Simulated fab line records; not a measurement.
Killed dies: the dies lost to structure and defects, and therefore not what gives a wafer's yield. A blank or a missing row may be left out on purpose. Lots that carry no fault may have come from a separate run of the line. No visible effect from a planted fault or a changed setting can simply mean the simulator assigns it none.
Matching of chambers -- flow berkeley cmos170 -- pecvd-04 running UCB170_V2_CVD_00: 3 sister chambers
The step deposits SiO2 from TEOS/O2, target thk 2000 nm, time 250 s. 20 wafers are shown with their chamber, then 10 later ones without.

## WAFERS PAIRED WITH THEIR CHAMBERS
wafer,chamber,heater power w (W)
L077.1,0,190
L077.3,1,320
L077.4,1,376
L079.1,0,144
L079.2,2,159
L079.3,1,260
L079.4,0,195
L079.5,2,130
L079.6,1,358
L085.4,2,193
L085.5,0,202
L085.6,1,359
L086.1,0,198
L086.2,2,160
L086.6,0,127
L087.1,2,143
L087.2,0,148
L087.3,1,292
L087.4,1,357
L087.5,2,196

SIGNATURES, as means of the wafers listed above
reading,chamber 0,chamber 1,chamber 2,scatter within a chamber
heater power w,172.00,331.71,163.50,34.5
Rule: a wafer lies at a distance from a chamber equal to the root of the sum of squares, over the readings, of (its reading less the chamber's mean, divided by the reading's scatter). If the next closest chamber is less than 2 further off than the closest, the wafer can't be placed; otherwise it belongs to the closest. The scatter: the root of (the sum of the squares of (reading less its chamber's mean) over the shown wafers, divided by (wafers less chambers)).

## WAFERS WITH NO CHAMBER GIVEN
wafer,heater power w (W)
L087.6,196
L089.2,330
L089.3,164
L089.5,208
L092.1,173
L092.2,361
L092.5,126
L096.3,168
L096.5,124
L096.6,200

## WHICH CHAMBER EACH ONE RAN IN
wafer,from the rows above,in truth
L087.6,can't be placed: 0 or 2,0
L089.2,1,1
L089.3,can't be placed: 2 or 0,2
L089.5,can't be placed: 0 or 2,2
L092.1,can't be placed: 0 or 2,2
L092.2,1,1
L092.5,can't be placed: 2 or 0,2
L096.3,can't be placed: 0 or 2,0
L096.5,can't be placed: 2 or 0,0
L096.6,can't be placed: 0 or 2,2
2 of 10 placed correctly. These rows do not allow placing 8 (true chamber among the candidates in 8). 0 placed wrongly.
